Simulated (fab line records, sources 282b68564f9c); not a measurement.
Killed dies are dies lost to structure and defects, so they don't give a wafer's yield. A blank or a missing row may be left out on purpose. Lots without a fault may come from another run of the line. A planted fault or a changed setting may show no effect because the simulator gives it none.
A struck lot beside a sound one | flow rit_cmos | 19 steps out of a route of 202
Sound: wafers L770.1, L770.3, L770.5. Struck: wafers L777.2, L777.4, L777.5. The cause comes at the end.
At each step with rows: each side's tool, then ch and its chambers, then its first start. Under that, the readings that differ: sound wafers | struck wafers | difference of the means | sigmas: that difference in standard deviations of wafers without a fault.
alike: readings whose means differ by less than 2 such deviations, and words and numbers that are the same on both sides. not compared: withheld readings, readings that some wafer has no value for, bounds like >300 that may hide the same value, and numbers for which the record gives no deviation and whose values overlap.
The two part at a step that has a row with sigmas, a row that says differs or no value, or rows on one side only. Numbers that don't overlap but have no deviation are shown without sigmas and don't part them. A reading that every wafer of one side lacks parts them only if that side has two wafers or more.

first, 1 step without rows for these wafers: RIT_SILICIDE_WET_ETCH_00 (etches SiO2 in BOE, target depth 14 nm, time 15 s).
RIT_SILICIDE_SPUTTER_01: material Ti, target thk 30 nm, time 240 s.
  sound on pvd_sputter-04, day 4 19:23; struck on pvd_sputter-01, day 6 05:36
  alike: throttle_valve_pct
RIT_SILICIDE_RS_MEAS_02: measures by four-point-probe.
  sound on film_metro-01, day 4 19:32; struck on film_metro-02, day 6 05:46
  alike: SILICIDE_TI_RS
RIT_SILICIDE_THK_MEAS_03: measures by xrf.
  sound on film_metro-01, day 4 19:39; struck on film_metro-02, day 6 05:53
  alike: SILICIDE_TI_THK
RIT_SILICIDE_RTA_04: time 10 s, ramp up 5 s, ramp down 5 s.
  sound on rtp_anneal-02 ch 0, day 4 19:43; struck on rtp_anneal-01 ch 0, day 6 05:56
  alike: chamber_o2_ppm, wafer_temp_C_max
then, 1 step without rows for these wafers: RIT_SILICIDE_WET_ETCH_05 (etches Ti in SPM, time 120 s).
RIT_SILICIDE_RTA_06: time 10 s, ramp up 5 s, ramp down 10 s.
  sound on rtp_anneal-01 ch 0, day 4 19:53; struck on rtp_anneal-02 ch 0, day 6 06:03
  alike: chamber_o2_ppm, wafer_temp_C_max
RIT_CONTACT_CVD_00: deposits SiO2 from TEOS, target thk 400 nm, time 61 s.
  sound on pecvd-04 ch 0,1, day 4 19:58; struck on pecvd-03 ch 0,1, day 6 06:07
  alike: heater_power_w
RIT_CONTACT_THK_MEAS_01:
  sound on film_metro-02, day 4 20:01; struck on film_metro-01, day 6 06:10
  alike: CONTACT_TEOS_THK
then, 3 steps without rows for these wafers: RIT_CONTACT_HMDS_02 (prime time 60 s); RIT_CONTACT_COAT_03 (resist thk 1000 nm); RIT_CONTACT_SOFTBAKE_04 (time 60 s).
RIT_CONTACT_EXPOSE_05: exposes mask M11, target cd 1000 nm.
  sound on iline_stepper-02 ch 0, day 4 20:44; struck on iline_stepper-02 ch 0, day 6 06:53
  reading                         | sound                | struck            | difference | sigmas
  model.CONTACT.overlay_x_nm (nm) | 0.4219 0.4219 0.4219 | 133.4 133.4 133.4 | +133.0     |
  alike: mask, stage_vel_mm_s
then, 2 steps without rows for these wafers: RIT_CONTACT_PEB_06; RIT_CONTACT_DEVELOP_07 (develop time 120 s).
RIT_CONTACT_CD_MEAS_08: target cd 1000 nm.
  sound on cd_sem-02, day 4 21:16; struck on cd_sem-01, day 6 07:28
  alike: cd_nm
RIT_CONTACT_OVL_MEAS_09:
  sound on overlay-01, day 4 21:23; struck on overlay-01, day 6 07:34
  reading          | sound        | struck            | difference | sigmas
  CONTACT_OVL (nm) | 1.5 0.9 -0.7 | 131.2 133.3 132.2 | +131.7     | +77
then, 1 step without rows for these wafers: RIT_CONTACT_HARDBAKE_10 (time 60 s).
RIT_M1_PROBE_99:
  the record has rows for the sound wafers here (prober-01, day 5 02:44) and none for the struck ones

WHERE THEY PART
First at RIT_CONTACT_OVL_MEAS_09; last, within this record, at RIT_M1_PROBE_99.

WHY: what the simulator had put in
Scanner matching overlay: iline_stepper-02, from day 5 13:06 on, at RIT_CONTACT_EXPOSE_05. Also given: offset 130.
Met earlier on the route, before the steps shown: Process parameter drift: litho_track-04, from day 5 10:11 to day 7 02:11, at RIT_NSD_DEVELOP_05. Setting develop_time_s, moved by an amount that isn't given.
